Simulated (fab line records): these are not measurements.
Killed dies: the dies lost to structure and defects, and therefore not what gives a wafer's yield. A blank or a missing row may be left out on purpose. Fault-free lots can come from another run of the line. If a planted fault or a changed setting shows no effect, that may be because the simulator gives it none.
fab line records / flow rit-cmos
[record] lots = 5 wafers = 15 last-day = 7
route steps=202 shown REOX@100 NLDD@103 M1@202
lots with no fault: from the same line, run without faults
start-h: hours from the record's opening day to when the first of the lot's shown wafers began / wait-h: hours elapsed since this lot's preceding step / " identical to the entry in the row above / L1.1+2: a row that stands for several wafers / - no value, or no start was given / * or withheld: withheld / < > ~ a bound
route shown NAME@n: NAME is a module with steps in the file, n the number in the route of the first one / usual: the fault-free wafers' mean and standard deviation / same: alike in all rows / chamber/n: place in a boat / sites: the reading at each site / _std_site: standard deviation of those values / _edge_site: outer sites' mean less inner sites' / radius-mm: for every site, how far away it sits from the centre of the wafer / mask NAME#n: copy n / behind: the most recent tool/chamber to have shaped the wafer / hold: reason for holding the lot/hours on hold/outcome of the hold / device: whichever transistor did not switch (one of n, p or np) / end of line: the tests these same wafers got at the end of their route / a step given without rows: its recipe and nothing more / killed: count of dies lost to structure and defects at first sort (not the wafer's yield) / map: the dies of a wafer, with x for killed, . for not killed, _ for no die there
set.NAME: the setting that was run; set.NAME@STEP: the one run at that earlier step / model.NAME: the simulator's own value behind a step, which no gauge read
lots at some steps of the route; a table a step, a row a wafer
[[steps]]
[step RIT_REOX_CLEAN_02]
[recipe] chemistry = SC2 mix = 3:3:50 time-s = 600 temp-c = 75 dry = n2-spin
[step RIT_REOX_OXIDATION_03]
[recipe] temp-c = 900 ambient = O2 target-thk-a = 252 ox-time-s = 5580
[step RIT_REOX_THK_MEAS_04]
[recipe] reads = SiO2_of_REOX_OXIDATION_03
[usual] REOX_OXIDE_THK = 25.0/0.48
lot.wafer=L898.1 tool=film-metro-04 chamber=- start-h=57.75 wait-h=0.0 REOX_OXIDE_THK[nm]=25.0
lot.wafer=L898.3 tool=film-metro-04 chamber=- start-h=57.75 wait-h=0.0 REOX_OXIDE_THK[nm]=25.1
lot.wafer=L898.5 tool=film-metro-04 chamber=- start-h=57.75 wait-h=0.0 REOX_OXIDE_THK[nm]=25.1
lot.wafer=L903.3 tool=film-metro-02 chamber=- start-h=83.66 wait-h=0.0 REOX_OXIDE_THK[nm]=25.4
lot.wafer=L903.4 tool=film-metro-02 chamber=- start-h=83.66 wait-h=0.0 REOX_OXIDE_THK[nm]=25.1
lot.wafer=L903.6 tool=film-metro-02 chamber=- start-h=83.66 wait-h=0.0 REOX_OXIDE_THK[nm]=25.3
lot.wafer=L907.1 tool=film-metro-01 chamber=- start-h=100.31 wait-h=0.0 REOX_OXIDE_THK[nm]=25.4
lot.wafer=L907.3 tool=film-metro-01 chamber=- start-h=100.31 wait-h=0.0 REOX_OXIDE_THK[nm]=25.3
lot.wafer=L907.5 tool=film-metro-01 chamber=- start-h=100.31 wait-h=0.0 REOX_OXIDE_THK[nm]=25.0
lot.wafer=L913.2 tool=film-metro-01 chamber=- start-h=140.21 wait-h=0.0 REOX_OXIDE_THK[nm]=25.1
lot.wafer=L913.5 tool=film-metro-01 chamber=- start-h=140.21 wait-h=0.0 REOX_OXIDE_THK[nm]=25.4
lot.wafer=L913.6 tool=film-metro-01 chamber=- start-h=140.21 wait-h=0.0 REOX_OXIDE_THK[nm]=24.9
lot.wafer=L916.1 tool=film-metro-02 chamber=- start-h=153.80 wait-h=0.0 REOX_OXIDE_THK[nm]=24.7
lot.wafer=L916.2 tool=film-metro-02 chamber=- start-h=153.80 wait-h=0.0 REOX_OXIDE_THK[nm]=24.7
lot.wafer=L916.6 tool=film-metro-02 chamber=- start-h=153.80 wait-h=0.0 REOX_OXIDE_THK[nm]=24.8
[step RIT_NLDD_HMDS_00]
[recipe] prime-time-s = 60 prime-temp-c = 140
[step RIT_NLDD_COAT_01]
[recipe] resist = NOVOLAK spin-rpm = 3250 resist-thk-nm = 1000
[step RIT_NLDD_SOFTBAKE_02]
[recipe] resist = NOVOLAK temp-c = 90 time-s = 60
[step RIT_NLDD_EXPOSE_03]
[recipe] mask-id = M7 na = 0.57 target-cd-nm = 40700 dose-mj = 250
[step RIT_NLDD_PEB_04]
[recipe] resist = NOVOLAK temp-c = withheld time-s = withheld
[step RIT_NLDD_DEVELOP_05]
[recipe] resist = NOVOLAK develop-time-s = 50 dev-temp-c = 23
[step RIT_NLDD_OVL_MEAS_06]
[usual] NLDD_OVL = 0.1/1.5
lot.wafer=L898.1 tool=overlay-01 chamber=- start-h=58.66 wait-h=- NLDD_OVL[nm]=-1.0
lot.wafer=L898.3 tool=overlay-01 chamber=- start-h=58.66 wait-h=- NLDD_OVL[nm]=-0.4
lot.wafer=L898.5 tool=overlay-01 chamber=- start-h=58.66 wait-h=- NLDD_OVL[nm]=-1.6
lot.wafer=L903.3 tool=overlay-01 chamber=- start-h=84.56 wait-h=- NLDD_OVL[nm]=2.0
lot.wafer=L903.4 tool=overlay-01 chamber=- start-h=84.56 wait-h=- NLDD_OVL[nm]=0.9
lot.wafer=L903.6 tool=overlay-01 chamber=- start-h=84.56 wait-h=- NLDD_OVL[nm]=1.0
lot.wafer=L907.1 tool=overlay-01 chamber=- start-h=101.22 wait-h=- NLDD_OVL[nm]=1.7
lot.wafer=L907.3 tool=overlay-01 chamber=- start-h=101.22 wait-h=- NLDD_OVL[nm]=-0.6
lot.wafer=L907.5 tool=overlay-01 chamber=- start-h=101.22 wait-h=- NLDD_OVL[nm]=0.3
lot.wafer=L913.2 tool=overlay-02 chamber=- start-h=141.11 wait-h=- NLDD_OVL[nm]=3.3
lot.wafer=L913.5 tool=overlay-02 chamber=- start-h=141.11 wait-h=- NLDD_OVL[nm]=2.8
lot.wafer=L913.6 tool=overlay-02 chamber=- start-h=141.11 wait-h=- NLDD_OVL[nm]=3.2
lot.wafer=L916.1 tool=overlay-01 chamber=- start-h=154.71 wait-h=- NLDD_OVL[nm]=0.0
lot.wafer=L916.2 tool=overlay-01 chamber=- start-h=154.71 wait-h=- NLDD_OVL[nm]=-0.1
lot.wafer=L916.6 tool=overlay-01 chamber=- start-h=154.71 wait-h=- NLDD_OVL[nm]=0.7
[step RIT_NLDD_HARDBAKE_07]
[recipe] resist = NOVOLAK temp-c = 140 time-s = 60
[step RIT_NLDD_IMPLANT_08]
[recipe] species = P energy-kev = 20 dose-cm2 = 4.929e+14 tilt-deg = 7
[step RIT_NLDD_STRIP_09]
[recipe] chemistry = O2 time-s = 180 resist = NOVOLAK platen-temp-c = withheld power-w = 500 pressure-mtorr = 4000 o2-flow-sccm = 4000
[usual] chamber-pressure-mTorr = 4000/3.5 drypump-motor-current-A = 5.7/0.45 rf-refl-power-W = 6.6/1.8
lot.wafer=L898.1 tool=plasma-asher-02 chamber=1 start-h=58.99 wait-h=0.1 chamber-pressure-mTorr=4002 drypump-motor-current-A=6.5 rf-hours-counter-h=25 rf-refl-power-W=5.7
lot.wafer=L898.3 tool=plasma-asher-02 chamber=0 start-h=58.99 wait-h=0.1 chamber-pressure-mTorr=4000 drypump-motor-current-A=5.4 rf-hours-counter-h=- rf-refl-power-W=4.8
lot.wafer=L898.5 tool=plasma-asher-02 chamber=1 start-h=58.99 wait-h=0.1 chamber-pressure-mTorr=4002 drypump-motor-current-A=6.5 rf-hours-counter-h=- rf-refl-power-W=5.9
lot.wafer=L903.3 tool=plasma-asher-01 chamber=0 start-h=84.95 wait-h=0.1 chamber-pressure-mTorr=4000 drypump-motor-current-A=5.7 rf-hours-counter-h=- rf-refl-power-W=6.8
lot.wafer=L903.4 tool=plasma-asher-01 chamber=1 start-h=84.95 wait-h=0.1 chamber-pressure-mTorr=4001 drypump-motor-current-A=6.3 rf-hours-counter-h=- rf-refl-power-W=6.8
lot.wafer=L903.6 tool=plasma-asher-01 chamber=0 start-h=84.95 wait-h=0.1 chamber-pressure-mTorr=4004 drypump-motor-current-A=5.8 rf-hours-counter-h=- rf-refl-power-W=6.7
lot.wafer=L907.1 tool=plasma-asher-01 chamber=1 start-h=101.56 wait-h=0.1 chamber-pressure-mTorr=2003 drypump-motor-current-A=6.3 rf-hours-counter-h=51 rf-refl-power-W=6.7
lot.wafer=L907.3 tool=plasma-asher-01 chamber=1 start-h=101.56 wait-h=0.1 chamber-pressure-mTorr=1995 drypump-motor-current-A=6.3 rf-hours-counter-h=- rf-refl-power-W=7.1
lot.wafer=L907.5 tool=plasma-asher-01 chamber=1 start-h=101.56 wait-h=0.1 chamber-pressure-mTorr=2000 drypump-motor-current-A=6.3 rf-hours-counter-h=- rf-refl-power-W=6.7
lot.wafer=L913.2 tool=plasma-asher-03 chamber=0 start-h=141.44 wait-h=0.1 chamber-pressure-mTorr=4005 drypump-motor-current-A=5.8 rf-hours-counter-h=40 rf-refl-power-W=9.1
lot.wafer=L913.5 tool=plasma-asher-03 chamber=0 start-h=141.44 wait-h=0.1 chamber-pressure-mTorr=4001 drypump-motor-current-A=5.8 rf-hours-counter-h=- rf-refl-power-W=9.4
lot.wafer=L913.6 tool=plasma-asher-03 chamber=1 start-h=141.44 wait-h=0.1 chamber-pressure-mTorr=3993 drypump-motor-current-A=5.1 rf-hours-counter-h=- rf-refl-power-W=4.5
lot.wafer=L916.1 tool=plasma-asher-03 chamber=0 start-h=155.04 wait-h=0.1 chamber-pressure-mTorr=3993 drypump-motor-current-A=5.7 rf-hours-counter-h=42 rf-refl-power-W=9.1
lot.wafer=L916.2 tool=plasma-asher-03 chamber=1 start-h=155.04 wait-h=0.1 chamber-pressure-mTorr=3991 drypump-motor-current-A=5.1 rf-hours-counter-h=42 rf-refl-power-W=4.5
lot.wafer=L916.6 tool=plasma-asher-03 chamber=1 start-h=155.04 wait-h=0.1 chamber-pressure-mTorr=3995 drypump-motor-current-A=5.1 rf-hours-counter-h=- rf-refl-power-W=4.5
[step RIT_NLDD_TW_MEAS_10]
[usual] NLDD_TW = 2496/30
lot.wafer=L898.1 tool=film-metro-04 chamber=- start-h=59.17 wait-h=0.1 NLDD_TW=2452
lot.wafer=L898.3 tool=film-metro-04 chamber=- start-h=59.17 wait-h=0.1 NLDD_TW=2445
lot.wafer=L898.5 tool=film-metro-04 chamber=- start-h=59.17 wait-h=0.1 NLDD_TW=2440
lot.wafer=L903.3 tool=film-metro-01 chamber=- start-h=85.08 wait-h=0.1 NLDD_TW=2524
lot.wafer=L903.4 tool=film-metro-01 chamber=- start-h=85.08 wait-h=0.1 NLDD_TW=2535
lot.wafer=L903.6 tool=film-metro-01 chamber=- start-h=85.08 wait-h=0.1 NLDD_TW=2516
lot.wafer=L907.1 tool=film-metro-01 chamber=- start-h=101.74 wait-h=0.1 NLDD_TW=2513
lot.wafer=L907.3 tool=film-metro-01 chamber=- start-h=101.74 wait-h=0.1 NLDD_TW=2530
lot.wafer=L907.5 tool=film-metro-01 chamber=- start-h=101.74 wait-h=0.1 NLDD_TW=2508
lot.wafer=L913.2 tool=film-metro-04 chamber=- start-h=141.63 wait-h=0.1 NLDD_TW=2474
lot.wafer=L913.5 tool=film-metro-04 chamber=- start-h=141.63 wait-h=0.1 NLDD_TW=2458
lot.wafer=L913.6 tool=film-metro-04 chamber=- start-h=141.63 wait-h=0.1 NLDD_TW=2464
lot.wafer=L916.1 tool=film-metro-04 chamber=- start-h=155.22 wait-h=0.1 NLDD_TW=2425
lot.wafer=L916.2 tool=film-metro-04 chamber=- start-h=155.22 wait-h=0.1 NLDD_TW=2442
lot.wafer=L916.6 tool=film-metro-04 chamber=- start-h=155.22 wait-h=0.1 NLDD_TW=2444
[step RIT_M1_PROBE_99]
[usual] killed-at-contacts = 0.1/0.3 killed-at-front-end = 6.5/2.9 killed-dies = 6.6/3 killed-open = 3.3/2 killed-short = 3.3/1.9
[same] gross-dies = 264 killed_at_M0_to_M3 = 0 killed_at_M4_up = 0 killed-at-back-side = 0 killed-at-other = 0
lot.wafer=L898.1 tool=prober-02 chamber=- start-h=74.97 wait-h=0.1 killed-at-contacts=0 killed-at-front-end=12 killed-dies=12 killed-open=8 killed-short=4
lot.wafer=L898.3 tool=prober-02 chamber=- start-h=75.07 wait-h=0.2 killed-at-contacts=0 killed-at-front-end=8 killed-dies=8 killed-open=4 killed-short=4
lot.wafer=L898.5 tool=prober-02 chamber=- start-h=75.17 wait-h=0.2 killed-at-contacts=0 killed-at-front-end=12 killed-dies=12 killed-open=7 killed-short=5
lot.wafer=L903.3 tool=prober-01 chamber=- start-h=100.09 wait-h=0.2 killed-at-contacts=0 killed-at-front-end=5 killed-dies=5 killed-open=1 killed-short=4
lot.wafer=L903.4 tool=prober-01 chamber=- start-h=100.14 wait-h=0.2 killed-at-contacts=0 killed-at-front-end=6 killed-dies=6 killed-open=2 killed-short=4
lot.wafer=L903.6 tool=prober-01 chamber=- start-h=100.24 wait-h=0.2 killed-at-contacts=0 killed-at-front-end=3 killed-dies=3 killed-open=0 killed-short=3
lot.wafer=L913.2 tool=prober-01 chamber=- start-h=159.41 wait-h=0.1 killed-at-contacts=0 killed-at-front-end=2 killed-dies=2 killed-open=1 killed-short=1
lot.wafer=L913.5 tool=prober-01 chamber=- start-h=159.56 wait-h=0.2 killed-at-contacts=1 killed-at-front-end=2 killed-dies=3 killed-open=1 killed-short=2
lot.wafer=L913.6 tool=prober-01 chamber=- start-h=159.61 wait-h=0.2 killed-at-contacts=0 killed-at-front-end=4 killed-dies=4 killed-open=2 killed-short=2
lot.wafer=L916.1 tool=prober-02 chamber=- start-h=171.43 wait-h=0.1 killed-at-contacts=0 killed-at-front-end=10 killed-dies=10 killed-open=6 killed-short=4
lot.wafer=L916.2 tool=prober-02 chamber=- start-h=171.48 wait-h=0.1 killed-at-contacts=1 killed-at-front-end=4 killed-dies=5 killed-open=1 killed-short=4
lot.wafer=L916.6 tool=prober-02 chamber=- start-h=171.68 wait-h=0.2 killed-at-contacts=0 killed-at-front-end=5 killed-dies=5 killed-open=4 killed-short=1
// killed by level:class
L898.1 REOX:geometric-particle:short=2 REOX:geometric-particle:open=2 SILICIDE:geometric-particle:open=2 FOX1:geometric-particle:open=1 FOX2:geometric-particle:open=1 GATE:geometric-particle:open=1 SPACER:geometric-particle:open=1 SPACER:geometric-particle:short=1
L898.3 GATE:geometric-particle:short=2 GATE:geometric-particle:open=2 FOX1:geometric-particle:open=1 REOX:geometric-particle:open=1 REOX:geometric-particle:short=1 SPACER:geometric-particle:short=1
L898.5 GATE:geometric-particle:open=3 SPACER:geometric-particle:open=3 FOX2:geometric-particle:short=1 GATE:geometric-particle:short=1 REOX:geometric-particle:open=1 REOX:geometric-particle:short=1 SPACER:geometric-particle:short=1 SILICIDE:geometric-particle:short=1
L903.3 GATE:geometric-particle:short=2 ACTIVE:geometric-particle:short=1 FOX1:geometric-particle:short=1 GATE:geometric-particle:open=1
L903.4 GATE:geometric-particle:short=2 FOX1:geometric-particle:short=1 GATE:geometric-particle:open=1 SILICIDE:geometric-particle:open=1 SILICIDE:geometric-particle:short=1
L903.6 SPACER:geometric-particle:short=2 GATE:geometric-particle:short=1
L913.2 GATE:geometric-particle:open=1 GATE:geometric-particle:short=1
L913.5 FOX2:geometric-particle:short=1 REOX:geometric-particle:short=1 CONTACT:geometric-particle:open=1
L913.6 GATE:geometric-particle:short=1 SPACER:geometric-particle:open=1 SILICIDE:geometric-particle:open=1 SILICIDE:geometric-particle:short=1
L916.1 FOX1:geometric-particle:open=2 GATE:geometric-particle:short=2 GATE:geometric-particle:open=2 REOX:geometric-particle:open=2 SPACER:geometric-particle:short=2
L916.2 GATE:geometric-particle:short=3 SPACER:geometric-particle:short=1 CONTACT:geometric-particle:open=1
L916.6 GATE:geometric-particle:open=3 FOX1:geometric-particle:open=1 SILICIDE:geometric-particle:short=1
[[key]]
[first-sign] step = RIT_NLDD_STRIP_09 reading = chamber-pressure-mTorr direction = down sigmas = 99+ usual = 4000 struck = 2000
effect none on later readings
met-at RIT_NLDD_STRIP_09
struck-wafers L907.1,L907.3,L907.5
tester-left-out L907
onset-between 84.95 101.56
[fault] kind = process-parameter-drift tool = plasma-asher-01 chamber = 1 onset-h = 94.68 steps = RIT_NLDD_STRIP_09 channel = pressure-mtorr offset = -2000 shape = step end-h = 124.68 acts-in = these-recipes-only stated = 4000
// tester-left-out: of these lots the tester's yield and bins aren't shown, on N5 and GAA mostly nor the transistor test; their killed dies are dies lost to structure and defects alone, not to doping, threshold or leakage, so they don't give the yield
